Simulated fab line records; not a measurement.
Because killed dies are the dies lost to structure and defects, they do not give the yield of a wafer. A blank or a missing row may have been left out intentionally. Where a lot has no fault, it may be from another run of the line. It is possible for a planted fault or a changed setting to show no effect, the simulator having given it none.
What tool caused it? | flow rit_cmos | Sampling: 16 lots, 48 wafers, 2 of 202 route steps

== WHAT THE GAUGES READ, wafer by wafer ==
RIT_GATE_CD_MEAS_16: the cd target is 150 nm.
lot  | measured    | on        | cd_nm (nm)
L686 | day 2 15:10 | cd_sem-02 | 147.1 146.2 146.0
L687 | day 2 19:06 | cd_sem-02 | 145.4 147.0 149.0
L688 | day 2 22:20 | cd_sem-02 | 146.0 146.4 145.7
L689 | day 3 02:59 | cd_sem-02 | 152.0 148.9 150.2
L690 | day 3 10:38 | cd_sem-02 | 146.6 147.0 147.7
L691 | day 3 15:42 | cd_sem-02 | 184.9 184.3 185.1
L692 | day 3 18:39 | cd_sem-02 | 181.0 182.2 182.4
L693 | day 3 23:35 | cd_sem-02 | 170.5 168.8 168.2
L694 | day 4 04:25 | cd_sem-01 | 167.3 169.3 166.6
L698 | day 5 00:00 | cd_sem-02 | 147.1 148.8 146.0
L701 | day 5 15:47 | cd_sem-01 | 148.9 146.7 148.6
L704 | day 6 12:22 | cd_sem-02 | 144.6 145.4 144.1
L706 | day 6 21:05 | cd_sem-02 | 146.9 147.0 146.0
L707 | day 7 02:31 | cd_sem-02 | 147.2 147.9 146.4
L708 | day 7 04:53 | cd_sem-02 | 143.1 145.1 141.8
L709 | day 7 08:50 | cd_sem-02 | 151.1 148.5 147.7

== EACH LOT AND THE TOOL THAT RAN IT (in order: tool; ch and the chambers of the sampled wafers; start) ==
lot  | RIT_GATE_EXPOSE_13
L686 | iline_stepper-02 ch 0, day 2 14:46
L687 | iline_stepper-01 ch 0, day 2 18:42
L688 | iline_stepper-01 ch 0, day 2 21:56
L689 | iline_stepper-01 ch 0, day 3 02:35
L690 | iline_stepper-01 ch 0, day 3 10:12
L691 | iline_stepper-01 ch 0, day 3 15:12
L692 | iline_stepper-01 ch 0, day 3 18:15
L693 | iline_stepper-01 ch 0, day 3 23:10
L694 | iline_stepper-01 ch 0, day 4 03:57
L698 | iline_stepper-02 ch 0, day 4 23:36
L701 | iline_stepper-02 ch 0, day 5 15:23
L704 | iline_stepper-02 ch 0, day 6 11:58
L706 | iline_stepper-02 ch 0, day 6 20:41
L707 | iline_stepper-02 ch 0, day 7 02:07
L708 | iline_stepper-02 ch 0, day 7 04:29
L709 | iline_stepper-02 ch 0, day 7 08:26
- RIT_GATE_EXPOSE_13: exposes mask M6, target cd 150 nm.

== WHAT THE TOOLS THEMSELVES READ (means of the sampled wafers that have a number; where no wafer has one, the mark that the record gives instead) ==
RIT_GATE_EXPOSE_13.
lot  | tool             | exposure_dose_mJ_cm2
L686 | iline_stepper-02 | 377.4
L687 | iline_stepper-01 | 379.9
L688 | iline_stepper-01 | 380.3
L689 | iline_stepper-01 | 379.7
L690 | iline_stepper-01 | 380.6
L691 | iline_stepper-01 | 351.9
L692 | iline_stepper-01 | 357.6
L693 | iline_stepper-01 | 363.0
L694 | iline_stepper-01 | 366.2
L698 | iline_stepper-02 | 377.1
L701 | iline_stepper-02 | 377.3
L704 | iline_stepper-02 | 377.1
L706 | iline_stepper-02 | 377.4
L707 | iline_stepper-02 | 377.5
L708 | iline_stepper-02 | 376.9
L709 | iline_stepper-02 | 377.2

== THE ANSWER, worked out from the rows above alone ==
Rule: what is usual is taken from the lots themselves. The widest of any qualifying gaps counts: lots, ordered by their means at a reading, are off when they make up no more than a third of the lots, leave a main group of 4 or more, and stand apart from it by 3 or more times the standard deviation of that group's means. If all means in a main group match to the digits the tables above print for the reading, that group is not used. Also off: a lot with no number at a reading for which 4 or more lots have one. The other lots that the step has rows for count as sound. After the gauges, taken in route order, come the tools' own readings; for these a lot's mean is taken, as printed above. At the first step where some lot is off, the reading lying furthest off is the one used; lots without a number count as furthest.
Off: L691, L692, L693, L694 (RIT_GATE_CD_MEAS_16, cd_nm). For the main group the mean is 146.9 nm and the standard deviation 1.8.
If a tool, at a process step before that reading, ran all the lots that are off and no sound lot after the first of them, it fits. The gauges at RIT_GATE_CD_MEAS_16 aren't tried: what is off there is off at RIT_GATE_EXPOSE_13 too, on other tools, and a gauge's error can't cause that. One fits: RIT_GATE_EXPOSE_13 on iline_stepper-01. Its last sound lot is L690 (day 3 10:12), its first lot that is off L691 (day 3 15:12): a fault that began between those two fits.
The tool's own readings at RIT_GATE_EXPOSE_13 bear it out: on the lots that are off they differ by more than 5 times the standard deviation of the sound lots' means. exposure_dose_mJ_cm2 reads 359.7 there against 378.2 on the sound lots.

== WHAT THE SIMULATOR PUT IN ==
Process parameter drift: iline_stepper-01, from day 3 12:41 on, at RIT_GATE_EXPOSE_13. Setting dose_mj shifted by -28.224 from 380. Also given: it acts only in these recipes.
Struck lots among those shown: L691, L692, L693, L694. The rule above found the same.
